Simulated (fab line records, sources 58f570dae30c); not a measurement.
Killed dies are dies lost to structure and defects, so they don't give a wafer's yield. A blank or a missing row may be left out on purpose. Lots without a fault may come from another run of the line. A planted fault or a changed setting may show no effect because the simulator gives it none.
Which tool did it? | flow berkeley_cmos170 | 7 lots, 21 wafers sampled, at 3 steps of a route of 331

WHAT THE GAUGES READ, wafer by wafer
UCB170_M2_THK_MEAS_03: measures by xrf.
lot  | measured     | on            | M2_AL_THK (nm)
L213 | day 9 13:34  | film_metro-03 | 878 882 877
L216 | day 9 13:52  | film_metro-02 | 883 889 880
L211 | day 9 13:05  | film_metro-01 | 886 893 892
L224 | day 10 20:25 | film_metro-02 | 912 902 893
L225 | day 11 16:48 | film_metro-03 | 902 905 893
L230 | day 12 04:20 | film_metro-02 | 891 890 898
L232 | day 13 05:40 | film_metro-01 | 890 896 900

WHICH TOOL RAN EACH LOT (tool, then ch and the chambers of the sampled wafers, then the start)
lot  | UCB170_ACTIVE_ETCH_15             | UCB170_V1_STRIP_15
L213 | rie_diel-03 ch 2,3, day 5 18:14   | plasma_asher-04 ch 0,1, day 9 13:05
L216 | rie_diel-01 ch 1,2, day 5 21:24   | plasma_asher-04 ch 0,1, day 9 13:23
L211 | rie_diel-03 ch 2,3, day 5 22:17   | plasma_asher-04 ch 1, day 9 12:35
L224 | rie_diel-01 ch 0,1,2, day 7 00:04 | plasma_asher-04 ch 0,1, day 10 19:55
L225 | rie_diel-03 ch 0,2,3, day 8 00:35 | plasma_asher-03 ch 1, day 11 16:19
L230 | rie_diel-01 ch 1,3, day 8 12:25   | plasma_asher-04 ch 0,1, day 12 03:51
L232 | rie_diel-01 ch 0,1, day 9 06:33   | plasma_asher-01 ch 1, day 13 05:11
- UCB170_ACTIVE_ETCH_15: etches Si3N4 in CH3F/Ar/O2, stops on SiO2, target depth 242 nm, time 151 s.
- UCB170_V1_STRIP_15: strips in O2.

THE ANSWER, worked out from the rows above alone
Rule: what is usual is taken from the lots themselves. Put in order of their means at a reading, lots are off if they are a third of the lots or fewer, leave a main group of 4 or more, and stand apart from it by a gap of 3 or more times the standard deviation of the main group's means; of several such gaps the widest counts. A main group whose means are all the same, to the digits that the tables above print for the reading, isn't used. A lot without any number at a reading at which 4 lots or more have one is off too. The other lots that the step has rows for count as sound.
No lot is off at any reading shown: from this, nothing can be told.

WHAT THE SIMULATOR HAD PUT IN
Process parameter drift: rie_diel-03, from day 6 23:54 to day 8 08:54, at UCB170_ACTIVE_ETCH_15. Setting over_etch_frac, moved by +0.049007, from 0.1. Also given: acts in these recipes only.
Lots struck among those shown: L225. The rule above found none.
